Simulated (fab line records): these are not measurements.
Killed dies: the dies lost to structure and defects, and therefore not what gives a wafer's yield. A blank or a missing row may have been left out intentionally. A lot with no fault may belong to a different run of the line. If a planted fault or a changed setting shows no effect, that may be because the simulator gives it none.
Which tool did it? -- flow berkeley-cmos170 -- 18 wafers from 6 lots sampled at 4 of the route's 331 steps

== WHAT EACH GAUGE READ, for each wafer ==
UCB170_M1_THK_MEAS_02: measures by xrf.
lot,measured,on,M1_AL_THK (nm)
L162,day 9 09:48,film-metro-04,597 607 600
L165,day 9 18:31,film-metro-04,592 595 593
L168,day 10 06:22,film-metro-04,604 604 605
L175,day 11 18:38,film-metro-01,604 596 603
L178,day 12 13:59,film-metro-02,592 590 595
L180,day 13 05:33,film-metro-04,599 601 597

== WHAT TOOL EACH LOT RAN ON (gives the tool, then ch and the chambers of the sampled wafers, and finally the start) ==
lot,UCB170_BACKSIDE_STRIP_03,UCB170_SILICIDE_SPUTTER_01,UCB170_CONTACT_STRIP_19
L162,"plasma-asher-01 ch 0,1, day 8 23:47","pvd-sputter-02, day 9 00:54","plasma-asher-04 ch 0,1, day 9 08:48"
L165,"plasma-asher-01 ch 0,1, day 9 09:52","pvd-sputter-04, day 9 10:49","plasma-asher-04 ch 0,1, day 9 17:05"
L168,"plasma-asher-03 ch 0,1, day 10 00:30","pvd-sputter-04, day 10 01:26","plasma-asher-02 ch 0,1, day 10 05:47"
L175,"plasma-asher-04 ch 0,1, day 11 12:49","pvd-sputter-02, day 11 13:46","plasma-asher-01 ch 0,1, day 11 18:04"
L178,"plasma-asher-03 ch 0,1, day 12 05:08","pvd-sputter-04, day 12 06:04","plasma-asher-01 ch 0,1, day 12 12:01"
L180,"plasma-asher-01 ch 0,1, day 12 18:20","pvd-sputter-01, day 12 19:16","plasma-asher-01 ch 0,1, day 13 04:58"
- UCB170_BACKSIDE_STRIP_03: strips in O2.
- UCB170_SILICIDE_SPUTTER_01: material Ti, target thk 30 nm, time 25 s.
- UCB170_CONTACT_STRIP_19: strips in O2.

== THE ANSWER, worked out from the rows above alone ==
Rule: what is usual is taken from the lots themselves. The widest of any qualifying gaps counts: lots, ordered by their means at a reading, are off when they make up no more than a third of the lots, leave a main group of 4 or more, and stand apart from it by 3 or more times the standard deviation of that group's means. If all means in a main group match to the digits the tables above print for the reading, that group is not used. A lot without any number at a reading at which 4 lots or more have one is off too. Any other lot the step has rows for is counted as sound.
Across all readings shown, no lot is off: no conclusion can be drawn from this.

== WHAT THE SIMULATOR HAD INSERTED ==
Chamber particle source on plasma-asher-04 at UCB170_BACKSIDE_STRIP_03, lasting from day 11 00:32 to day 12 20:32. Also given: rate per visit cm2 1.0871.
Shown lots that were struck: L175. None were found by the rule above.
